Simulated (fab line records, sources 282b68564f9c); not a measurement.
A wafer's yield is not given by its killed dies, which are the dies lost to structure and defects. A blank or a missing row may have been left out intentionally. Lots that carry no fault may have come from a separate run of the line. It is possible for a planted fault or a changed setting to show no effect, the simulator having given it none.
What tool caused it? / flow rit-cmos / 7 lots with 21 wafers sampled at 2 steps, on a route of 202 steps

WHAT EACH GAUGE READ, for each wafer
RIT_M1_OVL_MEAS_10.
lot=L981; measured=day 3 15:45; on=overlay-02; M1_OVL (nm)=-2.2 -1.3 -3.4
lot=L983; measured=day 3 23:25; on=overlay-02; M1_OVL (nm)=-1.2 -2.8 -0.8
lot=L985; measured=day 4 10:07; on=overlay-02; M1_OVL (nm)=2.1 1.1 1.2
lot=L987; measured=day 4 21:38; on=overlay-01; M1_OVL (nm)=0.2 0.7 -1.0
lot=L992; measured=day 6 01:10; on=overlay-02; M1_OVL (nm)=355.5 354.9 356.1
lot=L995; measured=day 6 12:06; on=overlay-02; M1_OVL (nm)=359.5 357.6 359.0
lot=L999; measured=day 7 10:34; on=overlay-02; M1_OVL (nm)=-1.7 -1.6 -1.0

WHAT TOOL EACH LOT RAN ON (gives the tool, then ch and the chambers of the sampled wafers, and finally the start)
lot=L981; RIT_M1_EXPOSE_06=iline-stepper-02 ch 0, day 3 15:13
lot=L983; RIT_M1_EXPOSE_06=iline-stepper-02 ch 0, day 3 22:52
lot=L985; RIT_M1_EXPOSE_06=iline-stepper-01 ch 0, day 4 09:34
lot=L987; RIT_M1_EXPOSE_06=iline-stepper-02 ch 0, day 4 21:07
lot=L992; RIT_M1_EXPOSE_06=iline-stepper-01 ch 0, day 6 00:38
lot=L995; RIT_M1_EXPOSE_06=iline-stepper-01 ch 0, day 6 11:35
lot=L999; RIT_M1_EXPOSE_06=iline-stepper-02 ch 0, day 7 10:01
- RIT_M1_EXPOSE_06: exposes mask M12, target cd 2600 nm.

THE ANSWER, worked out from the rows above alone
Rule: usual is defined by the lots themselves. Put in order of their means at a reading, lots are off if they are a third of the lots or fewer, leave a main group of 4 or more, and stand apart from it by a gap of 3 or more times the standard deviation of the main group's means; of several such gaps the widest counts. If all means in a main group match to the digits the tables above print for the reading, that group is not used. A lot without any number at a reading at which 4 lots or more have one is off too. Where the step has rows for the other lots, those lots are counted as sound.
Off: L992, L995, at RIT_M1_OVL_MEAS_10 (M1_OVL). The main group has a mean of -0.8 nm with a standard deviation of 1.3.
A tool fits if, at a process step before that reading, it ran every lot that is off, and no sound lot after the first of them. Those tools and the gauges at RIT_M1_OVL_MEAS_10 are tried in the same way. One candidate fits, namely iline-stepper-01 at RIT_M1_EXPOSE_06. A fault onset in the window from L985 (day 4 09:34, its last sound lot) to L992 (day 6 00:38, its first lot off) fits.

WHAT THE SIMULATOR PUT IN
Scanner matching overlay: iline-stepper-01, from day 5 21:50 on, at RIT_M1_EXPOSE_06. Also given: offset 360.
Lots struck among those shown: L992, L995. Same finding as the rule above.
